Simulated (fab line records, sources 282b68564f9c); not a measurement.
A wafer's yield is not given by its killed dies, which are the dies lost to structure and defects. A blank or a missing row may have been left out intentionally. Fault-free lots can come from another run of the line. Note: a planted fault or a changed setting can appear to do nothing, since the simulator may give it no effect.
fab line records | flow rit_cmos
record: lots: 6 wafers: 18 last_day: 7
route steps=202 shown M1@184
lots untouched by any fault: they come from a run of this same line in which no faults occurred
start_h: the number of hours between the record's first day and the start of the first shown wafer of the lot | wait_h: time in hours since the lot's previous step | " as in the row above | L1.1+2: one row covering several wafers at once | - no value, or no start given | * or withheld: withheld | < > ~ a bound
route shown NAME@n: a module of which the file shows steps, and the number in the route of the first | usual: mean/standard deviation taken from wafers without a fault | same: alike in all rows | chamber/n: place in a boat | sites: readings site by site | _std_site: their standard deviation | _edge_site: inner sites' mean taken away from outer sites' mean | radius_mm: for every site, how far away it sits from the centre of the wafer | mask NAME#n: copy n | behind: the last tool/chamber to shape the wafer | hold: why the lot was held/for how many hours/how that ended | device: names the non-switching transistor (n, p or np) | end of line: tests of these same wafers at the route's end | for a step that has no rows: nothing shown but its recipe | killed: the dies lost at the first sort to structure and to defects; this is not the yield of the wafer | map: per-die view of a wafer (x killed, . not killed, _ where there is no die)
set.NAME: the setting that was run; set.NAME@STEP: the one run at that earlier step | model.NAME: the simulator's own value behind a step, which no gauge read
a table for each step, a row for each wafer; lots at some steps of the route
services: the hour from which a tool's chamber was out of use, counted from the record's first day as start_h (under 0 if before that day), plus the number of hours and why
== steps ==
step: RIT_M1_SPUTTER_00
recipe: material: Al target_thk_nm: 400 power_w: 2000 chamber_pressure_pa: 0.4195 gas: Ar time_s: 500 substrate_temp_c: 25
usual: throttle_valve_pct: 30.4/1
columns lot.wafer tool chamber start_h wait_h throttle_valve_pct
L115.2 pvd_sputter-01 - 54.63 0.0 29.4
L115.3 " - " " 28.8
L115.6 " - " " 29.8
L123.1 pvd_sputter-03 - 97.77 0.0 31.8
L123.4 " - " " 30.6
L123.5 " - " " 31.9
L126.1 pvd_sputter-02 - 110.85 0.0 30.6
L126.5 " - " " 28.6
L126.6 " - " " 30.6
L130.1 pvd_sputter-02 - 128.35 0.0 30.8
L130.4 " - " " 30.6
L130.6 " - " " 31.0
L131.1 pvd_sputter-03 - 132.04 0.0 30.6
L131.4 " - " " 31.9
L131.5 " - " " 31.0
L135.2 pvd_sputter-03 - 152.55 0.0 28.9
L135.3 " - " " 30.7
L135.5 " - " " 29.1
step: RIT_M1_RS_MEAS_01
recipe: thk_meas_gauge: four-point-probe reads: Al_of_M1_SPUTTER_00
usual: M1_AL_RS: 0.0751/0.0011
columns lot.wafer tool chamber start_h wait_h M1_AL_RS[ohm/sq]
L115.2 film_metro-02 - 54.94 0.2 0.0758
L115.3 " - " " 0.0751
L115.6 " - " " 0.0747
L123.1 film_metro-01 - 98.06 0.1 0.0757
L123.4 " - " " 0.0732
L123.5 " - " " 0.0759
L126.1 film_metro-01 - 111.14 0.1 0.0743
L126.5 " - " " 0.0746
L126.6 " - " " 0.0746
L130.1 film_metro-02 - 128.65 0.1 0.0741
L130.4 " - " " 0.0762
L130.6 " - " " 0.0749
L131.1 film_metro-01 - 132.34 0.1 0.0757
L131.4 " - " " 0.0774
L131.5 " - " " 0.0765
L135.2 film_metro-03 - 152.87 0.2 0.0757
L135.3 " - " " 0.0760
L135.5 " - " " 0.0757
step: RIT_M1_THK_MEAS_02
recipe: thk_meas_gauge: xrf reads: Al_of_M1_SPUTTER_00
usual: M1_AL_THK: 393/6.1
columns lot.wafer tool chamber start_h wait_h M1_AL_THK[nm]
L115.2 film_metro-02 - 55.05 0.1 387
L115.3 " - " " 392
L115.6 " - " " 393
L123.1 film_metro-01 - 98.18 0.1 391
L123.4 " - " " 406
L123.5 " - " " 388
L126.1 film_metro-01 - 111.26 0.1 397
L126.5 " - " " 394
L126.6 " - " " 395
L130.1 film_metro-02 - 128.77 0.1 393
L130.4 " - " " 385
L130.6 " - " " 392
L131.1 film_metro-01 - 132.46 0.1 387
L131.4 " - " " 381
L131.5 " - " " 385
L135.2 film_metro-03 - 152.98 0.1 391
L135.3 " - " " 391
L135.5 " - " " 392
step: RIT_M1_HMDS_03
recipe: prime_time_s: 60 prime_temp_c: 140
step: RIT_M1_COAT_04
recipe: resist: NOVOLAK spin_rpm: 2000 resist_thk_nm: 1300
step: RIT_M1_SOFTBAKE_05
recipe: resist: NOVOLAK temp_c: 90 time_s: 60
step: RIT_M1_EXPOSE_06
recipe: mask_id: M12 na: 0.6 source_shape: conventional sigma_outer: 0.5 target_cd_nm: 2600 dose_mj: 250
step: RIT_M1_PEB_07
recipe: resist: NOVOLAK temp_c: withheld time_s: withheld
step: RIT_M1_DEVELOP_08
recipe: resist: NOVOLAK develop_time_s: 68 dev_temp_c: 23
step: RIT_M1_CD_MEAS_09
recipe: target_cd_nm: 2600
usual: cd_nm: 2599.9/2.6
columns lot.wafer tool chamber start_h wait_h cd_nm
L115.2 cd_sem-02 - 56.00 - 2600.9
L115.3 " - " " 2599.7
L115.6 " - " " 2600.5
L123.1 cd_sem-01 - 99.12 - 2600.7
L123.4 " - " " 2597.3
L123.5 " - " " 2599.5
L126.1 cd_sem-02 - 112.37 - 2600.4
L126.5 " - " " 2600.7
L126.6 " - " " 2600.4
L130.1 cd_sem-01 - 129.83 - 2602.2
L130.4 " - " " 2601.3
L130.6 " - " " 2601.0
L131.1 cd_sem-02 - 133.52 - 2601.6
L131.4 " - " " 2600.6
L131.5 " - " " 2600.6
L135.2 cd_sem-02 - 153.93 - 2597.6
L135.3 " - " " 2598.6
L135.5 " - " " 2600.2
step: RIT_M1_OVL_MEAS_10
usual: M1_OVL: -0.5/1.1
columns lot.wafer tool chamber start_h wait_h M1_OVL[nm]
L115.2 overlay-02 - 56.11 0.1 -0.3
L115.3 " - " " 2.0
L115.6 " - " " -0.6
L123.1 overlay-01 - 99.24 0.1 0.3
L123.4 " - " " -1.3
L123.5 " - " " -1.1
L126.1 overlay-02 - 112.49 0.1 -0.6
L126.5 " - " " 0.6
L126.6 " - " " 0.4
L130.1 overlay-02 - 129.95 0.1 -0.6
L130.4 " - " " -0.6
L130.6 " - " " -1.1
L131.1 overlay-01 - 133.64 0.1 -0.2
L131.4 " - " " -1.5
L131.5 " - " " -1.8
L135.2 overlay-01 - 154.04 0.1 1.2
L135.3 " - " " -0.6
L135.5 " - " " -1.9
step: RIT_M1_HARDBAKE_11
recipe: resist: NOVOLAK temp_c: 139 time_s: 120
step: RIT_M1_METAL_ETCH_12
recipe: stop_on: SiO2 chemistry: Cl2/BCl3 target: Al time_s: 165 over_etch_frac: 0.5 pressure_mtorr: 100 target_depth_a: 6000 rf_w: 250 Cl2_flow_sccm: 60 bcl3_flow_sccm: 50
usual: drypump_motor_current_A: 6.30/0.24 oes_product_au: 0.769/0.01 over_etch_frac: 0.5/0 throttle_valve_pct: 8.25/0.094
columns lot.wafer tool chamber start_h wait_h drypump_motor_current_A oes_product_au over_etch_frac rf_hours_counter_h throttle_valve_pct model.NOVOLAK_of_M1_COAT_04.thk_nm model.M1.feature_depth_nm model.SiO2_of_CONTACT_CVD_00.thk_nm
L115.2 rie_metal-03 1 56.61 0.2 6.01 0.772 0.5 4 8.22 800.2 422.3 370.4
L115.3 " 1 " " 6.01 0.771 0.5 - 8.20 797.1 426.7 363.9
L115.6 " 0 " " 6.24 0.758 0.5 - 8.14 805.7 427 372.2
L123.1 rie_metal-02 1 99.53 0.2 6.03 0.619 1.25 37 8.30 646.9 441.8 342.8
L123.4 " 1 " " 6.04 0.628 1.25 - 8.29 645.1 454 350
L123.5 " 1 " " 6.06 0.630 1.25 - 8.30 642.5 440.6 349.5
L126.1 rie_metal-02 0 112.89 0.2 6.62 0.781 0.5 38 8.17 795.3 430.5 355.8
L126.5 " 1 " " 6.03 0.614 1.25 - 8.28 634.4 446.3 345
L126.6 " 0 " " 6.62 0.780 0.5 - 8.16 796.8 429.3 353.8
L130.1 rie_metal-01 1 130.24 0.2 6.34 0.775 0.5 1 8.38 803.7 430.8 355.8
L130.4 " 1 " " 6.34 0.762 0.5 - 8.38 811.9 420.7 357.8
L130.6 " 0 " " 6.63 0.772 0.5 - 8.34 818.2 424.6 362
L131.1 rie_metal-03 1 133.93 0.2 6.02 0.771 0.5 5 8.20 803 423 362.4
L131.4 " 0 " " 6.17 0.746 0.5 - 8.12 814.3 413.4 369.5
L131.5 " 0 " " 6.19 0.747 0.5 - 8.11 809.1 416.4 366
L135.2 rie_metal-03 1 154.32 0.2 6.00 0.769 0.5 6 8.20 801.4 422.2 353.7
L135.3 " 1 " " 6.05 0.771 0.5 - 8.22 800.3 422.1 350.1
L135.5 " 0 " " 6.18 0.756 0.5 - 8.12 815.2 421.6 367.4
step: RIT_M1_STRIP_13
recipe: chemistry: nmp resist: NOVOLAK temp_c: 80 time_s: 600 dry: n2_spin
step: RIT_M1_STRIP_14
recipe: chemistry: O2 time_s: 180 platen_temp_c: withheld power_w: 500 pressure_mtorr: 4000 o2_flow_sccm: 4000
usual: drypump_motor_current_A: 5.6/0.43
columns lot.wafer tool chamber start_h wait_h drypump_motor_current_A rf_hours_counter_h
L115.2 plasma_asher-02 1 56.95 0.0 5.4 40
L115.3 " 0 " " 5.7 -
L115.6 " 1 " " 5.4 -
L123.1 plasma_asher-03 0 99.88 0.0 5.7 45
L123.4 " 1 " " 5.7 -
L123.5 " 0 " " 5.7 -
L126.1 plasma_asher-03 1 113.28 0.0 5.7 47
L126.5 " 0 " " 5.8 -
L126.6 " 1 " " 5.7 -
L130.1 plasma_asher-03 0 130.57 0.0 5.7 49
L130.4 " 1 " " 5.7 -
L130.6 " 0 " " 5.8 -
L131.1 plasma_asher-03 0 134.28 0.0 5.7 50
L131.4 " 1 " " 5.8 -
L131.5 " 1 " " 5.7 -
L135.2 plasma_asher-02 0 154.65 0.0 5.7 4
L135.3 " 1 " " 5.4 -
L135.5 " 1 " " 5.4 -
step: RIT_M1_CD_MEAS_90
recipe: target_cd_nm: 2600
usual: cd_nm: 2599.3/2.8
columns lot.wafer tool chamber start_h wait_h cd_nm
L115.2 cd_sem-01 - 57.15 0.1 2602.6
L115.3 " - " " 2601.3
L115.6 " - " " 2599.3
L123.1 cd_sem-01 - 100.05 0.1 2588.3
L123.4 " - " " 2586.6
L123.5 " - " " 2587.5
L126.1 cd_sem-02 - 113.46 0.1 2599.0
L126.5 " - " " 2587.5
L126.6 " - " " 2598.8
L130.1 cd_sem-01 - 130.75 0.1 2598.8
L130.4 " - " " 2597.6
L130.6 " - " " 2598.7
L131.1 cd_sem-01 - 134.46 0.1 2602.6
L131.4 " - " " 2602.0
L131.5 " - " " 2603.4
L135.2 cd_sem-02 - 154.85 0.1 2596.4
L135.3 " - " " 2598.6
L135.5 " - " " 2599.9
step: RIT_M1_ANNEAL_15
recipe: temp_c: 450 time_s: 1800 ambient: forming_gas_H2N2
step: RIT_M1_PROBE_99
usual: defect_limited_yield: 97.4/1.1 killed_at_contacts: 0.0/0.22 killed_at_front_end: 6.9/3 killed_dies: 6.9/3 killed_open: 3.5/2 killed_short: 3.4/2.1
same: gross_dies: 264 killed_at_M0_to_M3: 0 killed_at_M4_up: 0 killed_at_back_side: 0 killed_at_other: 0
columns lot.wafer tool chamber start_h wait_h defect_limited_yield[%] killed_at_contacts killed_at_front_end killed_dies killed_open killed_short model.etest.antenna_m1.vt_shift_v
L115.2 prober-01 - 59.24 0.1 95.8 0 11 11 3 8 -0.01357
L115.3 prober-01 - 59.29 0.2 92.8 0 19 19 9 10 -0.01256
L115.6 prober-01 - 59.44 0.2 94.7 0 14 14 6 8 -0.01123
L123.1 prober-01 - 101.79 0.1 98.5 0 4 4 2 2 -0.02743
L123.4 prober-01 - 101.94 0.2 97.3 0 7 7 3 4 -0.02756
L123.5 prober-01 - 101.99 0.2 99.2 0 2 2 2 0 -0.02542
L126.1 prober-02 - 115.82 0.1 100.0 0 0 0 0 0 -0.01293
L126.5 prober-02 - 116.02 0.2 97.7 0 6 6 4 2 -0.0235
L126.6 prober-02 - 116.07 0.2 97.7 0 6 6 4 2 -0.01475
L130.1 prober-02 - 132.49 0.1 98.9 0 3 3 0 3 -0.008192
L130.4 prober-02 - 132.64 0.2 97.7 0 6 6 2 4 -0.01084
L130.6 prober-02 - 132.74 0.2 97.7 0 6 6 5 1 -0.005784
L131.1 prober-01 - 136.20 0.1 97.3 0 7 7 3 4 -0.008249
L131.4 prober-01 - 136.35 0.2 97.3 0 7 7 5 2 -0.01315
L131.5 prober-01 - 136.40 0.2 97.7 0 6 6 2 4 -0.009712
L135.2 prober-01 - 156.62 0.1 97.0 1 7 8 5 3 -0.009112
L135.3 prober-01 - 156.67 0.2 97.3 0 7 7 5 2 -0.01045
L135.5 prober-01 - 156.77 0.2 97.3 0 7 7 6 1 -0.008941
killed by level:class
L115.2 GATE:geometric_particle:short=5 FOX2:geometric_particle:short=2 GATE:geometric_particle:open=2 FOX1:geometric_particle:short=1 SPACER:geometric_particle:open=1
L115.3 GATE:geometric_particle:open=5 FOX1:geometric_particle:short=4 GATE:geometric_particle:short=4 FOX1:geometric_particle:open=1 FOX2:geometric_particle:short=1 FOX2:geometric_particle:open=1 REOX:geometric_particle:open=1 SPACER:geometric_particle:short=1
L115.6 SPACER:geometric_particle:short=4 GATE:geometric_particle:short=3 FOX1:geometric_particle:open=2 GATE:geometric_particle:open=2 FOX1:geometric_particle:short=1 REOX:geometric_particle:open=1 SPACER:geometric_particle:open=1
L123.1 GATE:geometric_particle:short=2 GATE:geometric_particle:open=2
L123.4 FOX1:geometric_particle:short=3 GATE:geometric_particle:open=2 FOX1:geometric_particle:open=1 SPACER:geometric_particle:short=1
L123.5 GATE:geometric_particle:open=2
L126.1
L126.5 GATE:geometric_particle:open=2 FOX1:geometric_particle:open=1 GATE:geometric_particle:short=1 REOX:geometric_particle:short=1 SPACER:geometric_particle:open=1
L126.6 SPACER:geometric_particle:open=2 FOX1:geometric_particle:open=1 GATE:geometric_particle:short=1 GATE:geometric_particle:open=1 SILICIDE:geometric_particle:short=1
L130.1 FOX2:geometric_particle:short=1 REOX:geometric_particle:short=1 SPACER:geometric_particle:short=1
L130.4 REOX:geometric_particle:short=2 FOX1:geometric_particle:short=1 GATE:geometric_particle:short=1 GATE:geometric_particle:open=1 REOX:geometric_particle:open=1
L130.6 SILICIDE:geometric_particle:open=3 FOX2:geometric_particle:open=1 GATE:geometric_particle:open=1 REOX:geometric_particle:short=1
L131.1 SPACER:geometric_particle:short=2 GATE:geometric_particle:short=1 GATE:geometric_particle:open=1 SPACER:geometric_particle:open=1 SILICIDE:geometric_particle:short=1 SILICIDE:geometric_particle:open=1
L131.4 GATE:geometric_particle:open=4 FOX1:geometric_particle:short=1 REOX:geometric_particle:short=1 SILICIDE:geometric_particle:open=1
L131.5 GATE:geometric_particle:short=2 SPACER:geometric_particle:open=2 SILICIDE:geometric_particle:short=2
L135.2 GATE:geometric_particle:short=2 GATE:geometric_particle:open=2 FOX1:geometric_particle:open=1 SPACER:geometric_particle:short=1 SPACER:geometric_particle:open=1 CONTACT:geometric_particle:open=1
L135.3 GATE:geometric_particle:open=2 SILICIDE:geometric_particle:open=2 GATE:geometric_particle:short=1 SPACER:geometric_particle:open=1 SILICIDE:geometric_particle:short=1
L135.5 SPACER:geometric_particle:open=3 GATE:geometric_particle:open=2 GATE:geometric_particle:short=1 REOX:geometric_particle:open=1
== services ==
columns tool chamber start_h hours kind
rie_metal-03 0 40.45 1.5 repair
rie_metal-02 0 52.67 13.4 repair
plasma_asher-03 - 61.16 2.7 repair
rie_metal-03 - 68.85 1.4 pm
plasma_asher-02 - 70.02 8.1 repair
rie_metal-03 0 87.60 15.7 repair
pvd_sputter-02 - 91.07 1.3 repair
rie_metal-01 1 91.55 7.0 repair
plasma_asher-02 - 108.75 9.0 pm
plasma_asher-02 0 108.75 9.0 vent_cycle
plasma_asher-02 1 108.75 9.0 vent_cycle
plasma_asher-02 0 117.75 - clean
plasma_asher-02 1 117.75 - clean
pvd_sputter-01 - 121.45 1.4 repair
rie_metal-02 - 136.12 20.0 pm
rie_metal-02 0 136.12 20.0 vent_cycle
rie_metal-02 1 136.12 20.0 vent_cycle
== key ==
first_sign: step: RIT_M1_METAL_ETCH_12 reading: over_etch_frac direction: up sigmas: 99+ usual: 0.5 struck: 1.25
effect: step: RIT_M1_METAL_ETCH_12 reading: oes_product_au direction: down sigmas: 14 usual: 0.769 struck: 0.623
effect: step: RIT_M1_CD_MEAS_90 reading: cd_nm direction: down sigmas: 4.2 usual: 2599.3 struck: 2587.5
model_effect: step: RIT_M1_METAL_ETCH_12 value: NOVOLAK_of_M1_COAT_04.thk_nm without: 808.9 struck: 642.2
model_effect: step: RIT_M1_PROBE_99 value: etest.antenna_m1.vt_shift_v without: -0.01145 struck: -0.02598
met_at RIT_M1_METAL_ETCH_12
struck_wafers L123.1,L123.4,L123.5,L126.5
fault: kind: process_parameter_drift tool: rie_metal-02 chamber: 1 onset_h: 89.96 steps: RIT_M1_METAL_ETCH_12 channel: over_etch_frac offset: 0.75 shape: step end_h: 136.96 stated: 0.5
